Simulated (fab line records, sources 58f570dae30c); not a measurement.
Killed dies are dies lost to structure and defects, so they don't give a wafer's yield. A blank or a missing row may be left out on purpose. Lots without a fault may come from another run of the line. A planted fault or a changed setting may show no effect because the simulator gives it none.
Which tool did it? | flow berkeley_cmos170 | 7 lots, 21 wafers sampled, at 2 steps of a route of 331

WHAT THE GAUGES READ, wafer by wafer
UCB170_V1_THK_MEAS_04.
lot  | measured     | on            | V1_POLISHED_THK (nm)
L806 | day 9 12:53  | film_metro-04 | 1000.8 1000.0 1001.6
L805 | day 9 14:32  | film_metro-02 | 999.5 999.0 998.8
L811 | day 10 20:56 | film_metro-04 | 999.2 1001.4 997.3
L816 | day 10 22:34 | film_metro-02 | 1000.0 997.7 1000.4
L819 | day 12 06:50 | film_metro-02 | 1000.9 1000.0 1001.2
L824 | day 13 02:25 | film_metro-02 | 1000.7 1001.4 1002.3
L825 | day 13 13:12 | film_metro-04 | 1000.0 1000.1 999.1

WHICH TOOL RAN EACH LOT (tool, then ch and the chambers of the sampled wafers, then the start)
lot  | UCB170_CONTACT_STRIP_19
L806 | plasma_asher-02 ch 0,1, day 9 08:44
L805 | plasma_asher-01 ch 0,1, day 9 09:10
L811 | plasma_asher-03 ch 0,1, day 10 15:33
L816 | plasma_asher-02 ch 0,1, day 10 18:02
L819 | plasma_asher-02 ch 0,1, day 12 02:09
L824 | plasma_asher-02 ch 0,1, day 12 21:51
L825 | plasma_asher-02 ch 0,1, day 13 07:02
- UCB170_CONTACT_STRIP_19: strips in O2.

THE ANSWER, worked out from the rows above alone
Rule: what is usual is taken from the lots themselves. Put in order of their means at a reading, lots are off if they are a third of the lots or fewer, leave a main group of 4 or more, and stand apart from it by a gap of 3 or more times the standard deviation of the main group's means; of several such gaps the widest counts. A main group whose means are all the same, to the digits that the tables above print for the reading, isn't used. A lot without any number at a reading at which 4 lots or more have one is off too. The other lots that the step has rows for count as sound.
No lot is off at any reading shown: from this, nothing can be told.

WHAT THE SIMULATOR HAD PUT IN
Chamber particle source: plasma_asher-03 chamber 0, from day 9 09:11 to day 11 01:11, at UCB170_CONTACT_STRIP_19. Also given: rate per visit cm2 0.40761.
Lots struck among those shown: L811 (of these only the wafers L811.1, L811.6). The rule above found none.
